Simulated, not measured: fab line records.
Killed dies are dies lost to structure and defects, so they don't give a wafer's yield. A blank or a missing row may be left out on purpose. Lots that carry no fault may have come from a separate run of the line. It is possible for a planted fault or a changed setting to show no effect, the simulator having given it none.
8D (eight disciplines) problem report, filled in by code || flow berkeley-cmos170 || the parts of the form that need people (team, actions taken, sign-off) are left out

## 1. PROBLEM STATEMENT
UCB170_M3_ETCH_17, oes-product-au: mean 1.101 a.u. over 1 wafer from 1 lot; wafers with no fault: 0.995 a.u., standard deviation 0.016. That is +6.6 standard deviations from the usual mean.
The step: etches BARC in N2/H2.
Earliest sighting: wafer L394.4 on rie-diel-02 at day 11 11:51. The record holds 36 wafers of 12 lots with a number at this step. By rule, "out" or "out of limits" means more than 4 standard deviations away from the usual mean. Any other wafer with a number is counted as sound.

## 2. WHAT IT IS AND WHAT IT IS NOT
{"question": "which readings at this step", "is": "oes-product-au", "is not": "chamber-pressure-mTorr, drypump-motor-current-A, n2-flow-sccm, throttle-valve-pct"}
{"question": "which lots", "is": "L394", "is not": "L382, L383, L384, L386, L388, L395, L399, L400, L401, L402, L404"}
{"question": "which wafers of those lots", "is": "L394.4", "is not": "L394.1, L394.2"}
{"question": "read on which tools", "is": "rie-diel-02", "is not": "rie-diel-03, rie-diel-04"}
{"question": "when", "is": "from day 11 11:51", "is not": "up to then (17 sound wafers); but 18 sound wafers of L395, L399, L400, L401, L402, L404 came after"}

## 3. THE SUSPECTS, EACH WITH WHAT RULES IT OUT
Counting: any tool at a process step up to the reading remains a suspect provided it ran every lot that is out. Sound lots after the first of them don't rule it out here, since some wafers of a struck lot are sound.
- rie-diel-02 at UCB170_M3_ETCH_17 (etches BARC in N2/H2): kept. L394, the lot that is out, went through it at day 11 11:51; up to then, the latest sound lot through it was L388 at day 10 10:00. Its own readings are out on those wafers: oes-product-au.
- Within rie-diel-02 at UCB170_M3_ETCH_17: the wafers that are out ran in chamber 0; their sound lot-mates ran in chambers 1, 3.
Left after counting: rie-diel-02 at UCB170_M3_ETCH_17.

## 4. THE CAUSE (what the simulator had put in)
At UCB170_M3_ETCH_17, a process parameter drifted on rie-diel-02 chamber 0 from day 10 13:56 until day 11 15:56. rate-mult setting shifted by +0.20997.
Only this tool survived the counting.

## 5. THE CHAIN OF EFFECTS, in route order
Each row: a reading where the mean over the struck wafers with a number is more than 3 standard deviations away from the usual. Only readings for which the record gives a usual standard deviation are gone through. hours: the time from each lot's start at the first step in this table that gives one to its start at this step, as a median over the lots. sigmas: the change in usual standard deviations.
{"hours": 0, "step": "UCB170_M3_ETCH_17", "reading": "oes-product-au", "usual": "0.995 a.u.", "on struck wafers": 1.101, "change": "+0.106", "sigmas": "+6.6"}
It contains these process steps:
- UCB170_M3_ETCH_17: etches BARC in N2/H2.

## 6. HOW IT WOULD HAVE BEEN CAUGHT EARLIER
In this record the first reading out of limits was taken at day 11 11:51, 22 hours after the fault began at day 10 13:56.
